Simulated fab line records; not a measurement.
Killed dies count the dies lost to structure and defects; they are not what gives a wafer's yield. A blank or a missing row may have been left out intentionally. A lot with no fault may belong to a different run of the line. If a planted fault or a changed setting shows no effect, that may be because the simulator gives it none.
fab line records -- flow berkeley_cmos170 -- part 2 of 2: steps 28 to 37 of 37
record lots=5, wafers=15, last_day=12
route steps=331 shown NSD@189 BACKSIDE@199 SDANNEAL@204 PSD@206 PLDD@208 NLDD@209 SILICIDE@210 CONTACT@216
lots untouched by any fault: they come from a run of this same line in which no faults occurred
start_h: the number of hours between the record's first day and the start of the first shown wafer of the lot -- wait_h: how many hours have passed since the lot's step before this one -- " the same as in the row above -- L1.1+2: one row covering several wafers at once -- - no value present, or no start provided -- * or withheld: withheld -- < > ~ a bound
route shown NAME@n: a module of which the file shows steps, and the number in the route of the first -- usual: the fault-free wafers' mean and standard deviation -- same: alike in all rows -- chamber/n: place in a boat -- sites: each site's reading -- _std_site: their standard deviation -- _edge_site: outer sites' mean less inner sites' -- radius_mm: for every site, how far away it sits from the centre of the wafer -- mask NAME#n: copy n -- behind: the most recent tool/chamber to have shaped the wafer -- hold: the reason the lot was held/the length of the hold in hours/how it ended -- device: the n, p or np transistor that did not switch -- end of line: the tests these same wafers got at the end of their route -- where a step has no rows: the recipe by itself -- killed: dies lost to structure and defects at the first sort, not the wafer's yield -- map: a wafer's dies, marking killed ones x, the rest . and places with no die _
set.NAME: the setting that was run; set.NAME@STEP: the one run at that earlier step -- model.NAME: the simulator's own value behind a step, which no gauge read
lots seen at some steps along the route; tables by step, rows by wafer
services: the hour from which a tool's chamber was out of use, counted from the record's first day as start_h (under 0 if before that day), plus the number of hours and why
## steps
# step UCB170_CONTACT_CLEAN_00
# recipe chemistry=SPM, temp_c=120, time_s=600
lot.wafer,tool,chamber,start_h,wait_h
L074.2+4+5,wet_bench-03,0,136.87,0.0
L082.1+2+5,wet_bench-04,3,182.05,0.0
L086.1+2+5,wet_bench-04,1,191.84,0.0
L092.2+5+6,wet_bench-01,1,233.87,0.2
L095.1+2+4,wet_bench-01,2,252.32,0.0
# step UCB170_CONTACT_CVD_01
# recipe material=PSG, target_thk_nm=700, temp_c=450, precursor=SiH4/O2/PH3, time_s=2765, pressure_mtorr=300, sih4_flow_sccm=60, o2_flow_sccm=90, ph3_flow_sccm=25
# usual susceptor_temp_C=450.03/0.26, zone_power_source_pct=7.0/0.46
lot.wafer,tool,chamber,start_h,wait_h,susceptor_temp_C,zone_power_source_pct
L074.2,lpcvd-01,1,138.19,1.1,450.20,6.7
L074.4,lpcvd-01,1,138.19,1.1,449.58,6.9
L074.5,lpcvd-01,1,138.19,1.1,449.90,6.7
L082.1,lpcvd-01,0,182.22,0.0,450.08,7.5
L082.2,lpcvd-01,0,182.22,0.0,449.96,7.5
L082.5,lpcvd-01,0,182.22,0.0,449.96,7.6
L086.1,lpcvd-01,0,193.21,1.2,450.03,7.6
L086.2,lpcvd-01,0,193.21,1.2,450.12,7.6
L086.5,lpcvd-01,0,193.21,1.2,449.99,7.5
L092.2,lpcvd-02,1,235.19,1.1,449.92,6.6
L092.5,lpcvd-02,1,235.19,1.1,450.01,6.6
L092.6,lpcvd-02,1,235.19,1.1,449.74,6.6
L095.1,lpcvd-02,1,252.50,0.0,449.68,6.7
L095.2,lpcvd-02,1,252.50,0.0,450.08,6.7
L095.4,lpcvd-02,1,252.50,0.0,450.10,6.6
# step UCB170_CONTACT_THK_MEAS_02
# recipe reads=PSG_of_CONTACT_CVD_01
# usual CONTACT_PSG_THK=687/6.7
lot.wafer,tool,chamber,start_h,wait_h,CONTACT_PSG_THK[nm]
L074.2,film_metro-04,-,139.98,0.0,694
L074.4,film_metro-04,-,139.98,0.0,687
L074.5,film_metro-04,-,139.98,0.0,689
L082.1,film_metro-01,-,184.01,0.0,687
L082.2,film_metro-01,-,184.01,0.0,681
L082.5,film_metro-01,-,184.01,0.0,681
L086.1,film_metro-03,-,194.99,0.0,693
L086.2,film_metro-03,-,194.99,0.0,691
L086.5,film_metro-03,-,194.99,0.0,686
L092.2,film_metro-01,-,236.98,0.0,690
L092.5,film_metro-01,-,236.98,0.0,685
L092.6,film_metro-01,-,236.98,0.0,684
L095.1,film_metro-04,-,254.28,0.0,682
L095.2,film_metro-04,-,254.28,0.0,685
L095.4,film_metro-04,-,254.28,0.0,684
# step UCB170_CONTACT_HMDS_03
# recipe prime_time_s=60, prime_temp_c=100
# usual exhaust_pa=45.0/0.91
lot.wafer,tool,chamber,start_h,wait_h,exhaust_pa
L074.2,litho_track-04,0,140.06,0.1,46.2
L074.4,litho_track-04,0,140.06,0.1,44.6
L074.5,litho_track-04,0,140.06,0.1,44.1
L082.1,litho_track-04,0,184.07,0.1,44.3
L082.2,litho_track-04,0,184.07,0.1,43.9
L082.5,litho_track-04,0,184.07,0.1,44.7
L086.1,litho_track-04,0,195.35,0.4,46.4
L086.2,litho_track-04,0,195.35,0.4,45.7
L086.5,litho_track-04,0,195.35,0.4,46.3
L092.2,litho_track-04,0,237.06,0.1,46.2
L092.5,litho_track-04,0,237.06,0.1,45.4
L092.6,litho_track-04,0,237.06,0.1,46.1
L095.1,litho_track-04,0,254.34,0.1,44.9
L095.2,litho_track-04,0,254.34,0.1,45.4
L095.4,litho_track-04,0,254.34,0.1,44.5
# step UCB170_CONTACT_COAT_04
# recipe resist=KrF, spin_rpm=1500, resist_thk_nm=900
# usual exhaust_pa=45.0/0.85
lot.wafer,tool,chamber,start_h,wait_h,exhaust_pa
L074.2,litho_track-04,0,140.21,0.1,44.3
L074.4,litho_track-04,0,140.21,0.1,43.7
L074.5,litho_track-04,0,140.21,0.1,46.3
L082.1,litho_track-04,0,184.22,0.1,45.4
L082.2,litho_track-04,0,184.22,0.1,45.3
L082.5,litho_track-04,0,184.22,0.1,44.1
L086.1,litho_track-04,0,195.50,0.1,45.1
L086.2,litho_track-04,0,195.50,0.1,45.5
L086.5,litho_track-04,0,195.50,0.1,46.7
L092.2,litho_track-04,0,237.21,0.1,44.6
L092.5,litho_track-04,0,237.21,0.1,46.2
L092.6,litho_track-04,0,237.21,0.1,45.7
L095.1,litho_track-04,0,254.49,0.1,45.6
L095.2,litho_track-04,0,254.49,0.1,46.2
L095.4,litho_track-04,0,254.49,0.1,45.3
# step UCB170_CONTACT_SOFTBAKE_05
# recipe resist=KrF, temp_c=130, time_s=60
# usual exhaust_pa=45.1/0.97
lot.wafer,tool,chamber,start_h,wait_h,exhaust_pa
L074.2,litho_track-04,0,140.36,0.1,45.9
L074.4,litho_track-04,0,140.36,0.1,44.5
L074.5,litho_track-04,0,140.36,0.1,44.0
L082.1,litho_track-04,0,184.37,0.1,44.6
L082.2,litho_track-04,0,184.37,0.1,43.6
L082.5,litho_track-04,0,184.37,0.1,44.4
L086.1,litho_track-04,0,195.65,0.1,46.3
L086.2,litho_track-04,0,195.65,0.1,45.0
L086.5,litho_track-04,0,195.65,0.1,45.2
L092.2,litho_track-04,0,237.36,0.1,44.5
L092.5,litho_track-04,0,237.36,0.1,43.2
L092.6,litho_track-04,0,237.36,0.1,45.4
L095.1,litho_track-04,0,254.64,0.1,45.8
L095.2,litho_track-04,0,254.64,0.1,46.3
L095.4,litho_track-04,0,254.64,0.1,46.6
# step UCB170_CONTACT_STRIP_06
# recipe chemistry=O2, power_w=400, pressure_mtorr=3500, platen_temp_c=withheld, o2_flow_sccm=400, overash_fraction=0.5
# usual drypump_motor_current_A=5.56/0.28, oes_product_au=0.735/0.0043, strip_time_to_endpoint_s=21.97/0.066
lot.wafer,tool,chamber,start_h,wait_h,drypump_motor_current_A,oes_product_au,rf_hours_counter_h,strip_time_to_endpoint_s
L074.2,plasma_asher-04,1,140.48,0.1,5.95,0.734,44,22.05
L074.4,plasma_asher-04,0,140.48,0.1,5.56,0.735,-,22.00
L074.5,plasma_asher-04,1,140.48,0.1,5.94,0.733,-,22.09
L082.1,plasma_asher-02,1,184.52,0.1,5.50,0.738,42,21.96
L082.2,plasma_asher-02,0,184.52,0.1,5.75,0.738,42,21.95
L082.5,plasma_asher-02,1,184.52,0.1,5.50,0.734,-,22.01
L086.1,plasma_asher-02,1,195.80,0.1,5.53,0.735,43,22.04
L086.2,plasma_asher-02,0,195.80,0.1,5.77,0.735,43,21.97
L086.5,plasma_asher-02,1,195.80,0.1,5.50,0.735,-,22.01
L092.2,plasma_asher-01,1,237.48,0.1,5.66,0.738,54,21.88
L092.5,plasma_asher-01,1,237.48,0.1,5.68,0.734,-,21.93
L092.6,plasma_asher-01,0,237.48,0.1,5.00,0.733,-,21.98
L095.1,plasma_asher-02,0,254.79,0.1,5.77,0.731,49,22.08
L095.2,plasma_asher-02,1,254.79,0.1,5.50,0.728,49,22.09
L095.4,plasma_asher-02,1,254.79,0.1,5.52,0.732,-,22.07
# step UCB170_CONTACT_CLEAN_07
# recipe chemistry=SPM, temp_c=120, time_s=600
lot.wafer,tool,chamber,start_h,wait_h
L074.2+4+5,wet_bench-01,1,140.73,0.2
L082.1+2+5,wet_bench-04,1,184.62,0.1
L086.1+2+5,wet_bench-04,1,195.90,0.1
L092.2+5+6,wet_bench-04,3,237.58,0.1
L095.1+2+4,wet_bench-04,1,255.13,0.3
# step UCB170_CONTACT_RTA_08
# recipe temp_c=900, time_s=10, ambient=N2
# usual lamp_power_pct=25.4/0.37, wafer_temp_C_max=904.2/1
lot.wafer,tool,chamber,start_h,wait_h,lamp_power_pct,wafer_temp_C_max
L074.2,rtp_anneal-01,0,140.91,0.0,25.0,904.0
L074.4,rtp_anneal-01,0,140.91,0.0,25.0,903.5
L074.5,rtp_anneal-01,0,140.91,0.0,25.0,904.0
L082.1,rtp_anneal-01,0,184.79,0.0,25.0,904.0
L082.2,rtp_anneal-01,0,184.79,0.0,25.0,905.4
L082.5,rtp_anneal-01,0,184.79,0.0,25.0,905.0
L086.1,rtp_anneal-02,0,196.11,0.0,25.7,903.5
L086.2,rtp_anneal-02,0,196.11,0.0,25.7,903.3
L086.5,rtp_anneal-02,0,196.11,0.0,25.8,902.6
L092.2,rtp_anneal-01,0,237.77,0.0,25.0,904.7
L092.5,rtp_anneal-01,0,237.77,0.0,25.0,904.6
L092.6,rtp_anneal-01,0,237.77,0.0,25.0,904.6
L095.1,rtp_anneal-01,0,255.31,0.0,25.0,904.5
L095.2,rtp_anneal-01,0,255.31,0.0,25.0,905.6
L095.4,rtp_anneal-01,0,255.31,0.0,25.0,904.7
# step UCB170_CONTACT_COAT_09
# recipe resist=BARC, temp_c=withheld, time_s=withheld, spin_rpm=3000, resist_thk_nm=withheld
# usual exhaust_pa=45.0/0.89
lot.wafer,tool,chamber,start_h,wait_h,exhaust_pa
L074.2,litho_track-03,0,140.99,0.1,44.8
L074.4,litho_track-03,0,140.99,0.1,44.8
L074.5,litho_track-03,0,140.99,0.1,46.2
L082.1,litho_track-02,0,184.86,0.1,46.6
L082.2,litho_track-02,0,184.86,0.1,45.9
L082.5,litho_track-02,0,184.86,0.1,45.8
L086.1,litho_track-04,0,196.18,0.1,44.3
L086.2,litho_track-04,0,196.18,0.1,45.9
L086.5,litho_track-04,0,196.18,0.1,46.5
L092.2,litho_track-04,0,237.96,0.2,44.5
L092.5,litho_track-04,0,237.96,0.2,44.5
L092.6,litho_track-04,0,237.96,0.2,44.4
L095.1,litho_track-02,0,255.37,0.1,43.9
L095.2,litho_track-02,0,255.37,0.1,46.6
L095.4,litho_track-02,0,255.37,0.1,43.5
## services
tool,chamber,start_h,hours,kind
plasma_asher-03,-,108.75,9.0,pm
plasma_asher-03,0,108.75,9.0,vent_cycle
plasma_asher-03,1,108.75,9.0,vent_cycle
implanter-01,-,108.81,2.2,pm
plasma_asher-03,-,117.75,14.6,pm
plasma_asher-03,0,117.75,-,clean
plasma_asher-03,1,117.75,-,clean
krf_scanner-01,0,123.79,-,calibration
krf_scanner-01,-,144.92,1.3,pm
krf_scanner-01,-,151.91,0.8,pm
pvd_sputter-03,-,191.22,39.8,repair
plasma_asher-02,-,193.46,1.0,repair
lpcvd-02,-,193.59,2.8,pm
krf_scanner-02,-,196.03,1.0,pm
krf_scanner-02,-,202.76,1.3,pm
krf_scanner-01,-,205.45,1.0,pm
plasma_asher-03,-,212.55,1.7,repair
pvd_sputter-01,-,214.16,4.2,repair
krf_scanner-02,0,225.20,-,calibration
krf_scanner-02,-,230.93,0.8,pm
krf_scanner-02,-,240.39,1.4,repair
